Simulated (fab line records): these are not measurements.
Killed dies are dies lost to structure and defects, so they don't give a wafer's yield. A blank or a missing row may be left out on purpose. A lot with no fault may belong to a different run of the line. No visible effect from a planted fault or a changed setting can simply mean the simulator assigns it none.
What tool caused it? || flow rit-cmos || Sampling: 13 lots, 39 wafers, 2 of 202 route steps

## WHAT THE GAUGES READ, wafer by wafer
RIT_SPACER_THK_MEAS_04.
{"lot": "L745", "measured": "day 2 21:52", "on": "film-metro-03", "SPACER_NITRIDE_THK (nm)": "247.5 248.1 249.3"}
{"lot": "L746", "measured": "day 3 04:16", "on": "film-metro-01", "SPACER_NITRIDE_THK (nm)": "250.3 248.9 248.3"}
{"lot": "L747", "measured": "day 3 08:14", "on": "film-metro-03", "SPACER_NITRIDE_THK (nm)": "249.4 252.8 249.9"}
{"lot": "L748", "measured": "day 3 12:27", "on": "film-metro-04", "SPACER_NITRIDE_THK (nm)": "248.7 249.0 249.7"}
{"lot": "L750", "measured": "day 4 03:41", "on": "film-metro-03", "SPACER_NITRIDE_THK (nm)": "250.0 249.6 247.7"}
{"lot": "L753", "measured": "day 4 19:05", "on": "film-metro-01", "SPACER_NITRIDE_THK (nm)": "246.6 244.1 246.9"}
{"lot": "L756", "measured": "day 5 10:38", "on": "film-metro-01", "SPACER_NITRIDE_THK (nm)": "338.5 337.3 338.7"}
{"lot": "L757", "measured": "day 5 14:42", "on": "film-metro-01", "SPACER_NITRIDE_THK (nm)": "247.4 249.0 247.7"}
{"lot": "L758", "measured": "day 5 16:37", "on": "film-metro-04", "SPACER_NITRIDE_THK (nm)": "249.7 248.2 249.1"}
{"lot": "L761", "measured": "day 6 13:37", "on": "film-metro-01", "SPACER_NITRIDE_THK (nm)": "248.2 248.6 250.7"}
{"lot": "L762", "measured": "day 6 16:05", "on": "film-metro-01", "SPACER_NITRIDE_THK (nm)": "249.8 248.1 250.0"}
{"lot": "L766", "measured": "day 7 09:47", "on": "film-metro-04", "SPACER_NITRIDE_THK (nm)": "253.1 252.2 250.3"}
{"lot": "L768", "measured": "day 7 21:50", "on": "film-metro-03", "SPACER_NITRIDE_THK (nm)": "253.2 253.1 253.5"}

## WHICH TOOL RAN EACH LOT (tool, then ch and the chambers of the sampled wafers, then the start)
{"lot": "L745", "RIT_SPACER_CVD_03": "lpcvd-02 ch 0, day 2 19:55"}
{"lot": "L746", "RIT_SPACER_CVD_03": "lpcvd-01 ch 0, day 3 02:21"}
{"lot": "L747", "RIT_SPACER_CVD_03": "lpcvd-01 ch 1, day 3 06:19"}
{"lot": "L748", "RIT_SPACER_CVD_03": "lpcvd-02 ch 0, day 3 10:32"}
{"lot": "L750", "RIT_SPACER_CVD_03": "lpcvd-01 ch 0, day 4 01:47"}
{"lot": "L753", "RIT_SPACER_CVD_03": "lpcvd-02 ch 0, day 4 17:10"}
{"lot": "L756", "RIT_SPACER_CVD_03": "lpcvd-01 ch 0, day 5 08:43"}
{"lot": "L757", "RIT_SPACER_CVD_03": "lpcvd-02 ch 1, day 5 12:46"}
{"lot": "L758", "RIT_SPACER_CVD_03": "lpcvd-02 ch 0, day 5 14:41"}
{"lot": "L761", "RIT_SPACER_CVD_03": "lpcvd-02 ch 1, day 6 11:42"}
{"lot": "L762", "RIT_SPACER_CVD_03": "lpcvd-02 ch 0, day 6 14:10"}
{"lot": "L766", "RIT_SPACER_CVD_03": "lpcvd-02 ch 1, day 7 07:52"}
{"lot": "L768", "RIT_SPACER_CVD_03": "lpcvd-02 ch 1, day 7 19:55"}
- RIT_SPACER_CVD_03: deposits Si3N4 from SiH2Cl2/NH3, target thk 250 nm, time 3300 s.

## AS READ BY THE TOOLS THEMSELVES (means over the sampled wafers that have a number; for cases with no such wafer, the mark the record gives instead)
RIT_SPACER_CVD_03.
{"lot": "L745", "tool": "lpcvd-02", "nh3-flow-sccm (sccm)": 149.7, "sih2cl2-flow-sccm (sccm)": 60.19}
{"lot": "L746", "tool": "lpcvd-01", "nh3-flow-sccm (sccm)": 149.6, "sih2cl2-flow-sccm (sccm)": 60.03}
{"lot": "L747", "tool": "lpcvd-01", "nh3-flow-sccm (sccm)": 150.2, "sih2cl2-flow-sccm (sccm)": 60.07}
{"lot": "L748", "tool": "lpcvd-02", "nh3-flow-sccm (sccm)": 149.9, "sih2cl2-flow-sccm (sccm)": 59.95}
{"lot": "L750", "tool": "lpcvd-01", "nh3-flow-sccm (sccm)": 150.1, "sih2cl2-flow-sccm (sccm)": 60.10}
{"lot": "L753", "tool": "lpcvd-02", "nh3-flow-sccm (sccm)": 149.9, "sih2cl2-flow-sccm (sccm)": 59.93}
{"lot": "L756", "tool": "lpcvd-01", "nh3-flow-sccm (sccm)": 225.3, "sih2cl2-flow-sccm (sccm)": 59.88}
{"lot": "L757", "tool": "lpcvd-02", "nh3-flow-sccm (sccm)": 150.4, "sih2cl2-flow-sccm (sccm)": 59.92}
{"lot": "L758", "tool": "lpcvd-02", "nh3-flow-sccm (sccm)": 150.4, "sih2cl2-flow-sccm (sccm)": 59.90}
{"lot": "L761", "tool": "lpcvd-02", "nh3-flow-sccm (sccm)": 149.4, "sih2cl2-flow-sccm (sccm)": 60.09}
{"lot": "L762", "tool": "lpcvd-02", "nh3-flow-sccm (sccm)": 150.1, "sih2cl2-flow-sccm (sccm)": 60.09}
{"lot": "L766", "tool": "lpcvd-02", "nh3-flow-sccm (sccm)": 150.3, "sih2cl2-flow-sccm (sccm)": 60.10}
{"lot": "L768", "tool": "lpcvd-02", "nh3-flow-sccm (sccm)": 149.7, "sih2cl2-flow-sccm (sccm)": 60.11}

## THE ANSWER, worked out from the rows above alone
Rule: what is usual is taken from the lots themselves. Put in order of their means at a reading, lots are off if they are a third of the lots or fewer, leave a main group of 4 or more, and stand apart from it by a gap of 3 or more times the standard deviation of the main group's means; of several such gaps the widest counts. Not used: any main group whose means are identical at the precision the tables above print for the reading. A lot without any number at a reading at which 4 lots or more have one is off too. All remaining lots with rows at the step are treated as sound. The gauges are gone through in route order, then the tools' own readings, and for those a lot's mean is taken as printed above. At the first step where some lot is off, the reading lying furthest off is the one used; lots without a number count as furthest.
Off: L756, seen at RIT_SPACER_THK_MEAS_04 (SPACER_NITRIDE_THK). Mean 249.4 nm and standard deviation 1.8 in the main group.
If a tool, at a process step before that reading, ran all the lots that are off and no sound lot after the first of them, it fits. Not tried: the gauges at RIT_SPACER_THK_MEAS_04; whatever is off there is also off at RIT_SPACER_CVD_03, on other tools, and gauge error can't account for it. One candidate fits, namely lpcvd-01 at RIT_SPACER_CVD_03. Its last sound lot is L750 (day 4 01:47), its first lot that is off L756 (day 5 08:43): a fault that began between those two fits.
On the lots that are off, the tool's own readings at RIT_SPACER_CVD_03 differ by more than 5 times the standard deviation of the sound lots' means, which bears it out; nh3-flow-sccm reads 225.3 sccm there versus 150.0 sccm on the sound lots.

## WHAT THE SIMULATOR HAD PUT IN
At RIT_SPACER_CVD_03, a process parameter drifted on lpcvd-01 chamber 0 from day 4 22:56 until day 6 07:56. From 150, the setting nh3-flow-sccm moved by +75. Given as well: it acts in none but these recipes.
Shown lots that were struck: L756. The rule given above showed the same thing.
